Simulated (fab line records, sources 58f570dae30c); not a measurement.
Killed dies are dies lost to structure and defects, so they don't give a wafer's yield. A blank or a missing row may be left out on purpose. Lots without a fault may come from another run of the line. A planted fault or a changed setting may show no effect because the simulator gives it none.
A sampling plan put to the test | flow berkeley_cmos170 | one fab line, 3 faults that these records tell of, each judged on the records of the lots that it struck; 2 more are left out, because the records don't allow judging them
The plan is the line's own looks: the steps of the route at which a gauge or an inspection reads the wafer and doesn't change it. A look can be judged if struck wafers have a number there and the file gives its usual mean and standard deviation on fault-free wafers. Caught: at a look after the fault's first step, the mean of the struck wafers lies 4 or more of those standard deviations (sigma) from the usual mean. On the tool: the same test on the tool's own readings at the fault's steps. Another recipe on the struck wafers, or a record that is blank for them alone, also counts as caught.

THE FAULTS, as the simulator had put them in
1. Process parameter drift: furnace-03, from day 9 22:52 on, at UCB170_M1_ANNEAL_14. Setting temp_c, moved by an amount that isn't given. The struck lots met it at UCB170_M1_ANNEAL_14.
2. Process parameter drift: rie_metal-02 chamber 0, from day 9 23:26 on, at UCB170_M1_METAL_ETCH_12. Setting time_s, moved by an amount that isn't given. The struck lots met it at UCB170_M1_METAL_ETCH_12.
3. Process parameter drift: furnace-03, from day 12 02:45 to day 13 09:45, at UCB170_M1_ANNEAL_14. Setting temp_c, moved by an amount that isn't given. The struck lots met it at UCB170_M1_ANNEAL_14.

WHAT THE PLAN SAW
fault | on the tool itself                     | first look that catches it                   | reading, sigma | median hours from its first step to that look | hours from the fault's start to the first struck lot there | judged looks passed uncaught
1     | tube_center_temp_C -99 or beyond sigma | not the one look that can be judged after it | -              | -                                             | -                                                          | 1
2     | run_length_s -13 sigma                 | not the one look that can be judged after it | -              | -                                             | -                                                          | 1
3     | tube_center_temp_C -99 or beyond sigma | no look after it can be judged               | -              | -                                             | -                                                          | 0
A dash: the fault isn't caught, or these records don't give the number.

Caught at a look: 0 of 3. Caught on the tool: 3 of 3. By one or the other: 3 of 3.
Caught on the tool alone: faults 1, 2, 3.
